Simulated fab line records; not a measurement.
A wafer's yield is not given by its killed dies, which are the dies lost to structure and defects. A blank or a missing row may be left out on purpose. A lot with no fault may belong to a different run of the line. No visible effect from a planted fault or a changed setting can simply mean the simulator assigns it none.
One fault through the eyes of 2 desks || flow ritCmos || each desk holds nothing but its own numbers, with what lay behind them at the end

THE METROLOGY DESK
What the gauges read, lot by lot, whatever tool the lot ran on: means of the sampled wafers that have a number. A lot is out of limits, marked OUT, if its mean lies more than 4 standard deviations from the usual mean; the brackets give that distance.
Columns: A = SPACER_NITRIDE_THK at RIT_SPACER_THK_MEAS_04, usual 248.7 nm
{"lot": "L402", "first seen here": "day 3 03:31", "A": 253.9}
{"lot": "L403", "first seen here": "day 3 05:25", "A": 248.9}
{"lot": "L404", "first seen here": "day 3 13:49", "A": 247.3}
{"lot": "L405", "first seen here": "day 3 15:28", "A": 244.3}
{"lot": "L406", "first seen here": "day 3 21:54", "A": 250.6}
{"lot": "L407", "first seen here": "day 3 23:51", "A": 248.1}
{"lot": "L408", "first seen here": "day 4 04:30", "A": "234.3 (-5.7) OUT"}
{"lot": "L416", "first seen here": "day 5 20:02", "A": 252.3}
{"lot": "L418", "first seen here": "day 6 07:07", "A": 250.5}
{"lot": "L419", "first seen here": "day 6 10:53", "A": 247.8}
{"lot": "L423", "first seen here": "day 7 06:53", "A": 245.8}
{"lot": "L424", "first seen here": "day 7 12:43", "A": 246.8}
{"lot": "L425", "first seen here": "day 7 15:58", "A": 248.6}
This desk reports L408 out of limits; the earliest was L408 at day 4 04:30 (SPACER_NITRIDE_THK at RIT_SPACER_THK_MEAS_04). L402, L403, L404, L405, L406, L407, L416, L418, L419, L423, L424, L425: within limits.

TOOL OWNER'S DESK, lpcvd-01
The tool's own readings at RIT_SPACER_CVD_03 (deposits Si3N4 from SiH2Cl2/NH3, target thk 250 nm, time 3300 s): means of the sampled wafers that have a number, for each lot that ran on this tool. A lot is out of limits, marked OUT, if its mean lies more than 4 standard deviations from the usual mean; the brackets give that distance.
Columns: A = susceptorTempC at RIT_SPACER_CVD_03, usual 810.0 C; B = zonePowerLoadPct at RIT_SPACER_CVD_03, usual 20.1 %
{"lot": "L405", "first seen here": "day 3 13:31", "A": 809.9, "B": 22.1}
{"lot": "L406", "first seen here": "day 3 19:59", "A": 810.1, "B": 17.8}
{"lot": "L407", "first seen here": "day 3 21:54", "A": 810.1, "B": 17.9}
{"lot": "L408", "first seen here": "day 4 02:35", "A": 809.7, "B": 17.9}
{"lot": "L423", "first seen here": "day 7 04:58", "A": 809.9, "B": 17.7}
Finding of this desk: none of the 5 lots has anything out of limits.

PUT TOGETHER
The metrology desk could have raised an alarm at day 4 04:30, on L408.
Nothing out of limits was seen by the tool owner's desk.
The tool owner's desk has L408 on record, within its limits.
Of the lots named, all ran RIT_SPACER_CVD_03 on lpcvd-01.

WHAT THE SIMULATOR HAD PUT IN
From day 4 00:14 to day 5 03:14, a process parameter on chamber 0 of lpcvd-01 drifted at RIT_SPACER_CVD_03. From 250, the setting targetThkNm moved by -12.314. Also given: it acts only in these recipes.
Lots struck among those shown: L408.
Time in hours between the start of the fault and the first out-of-limits reading at each desk: metrology desk, 4.
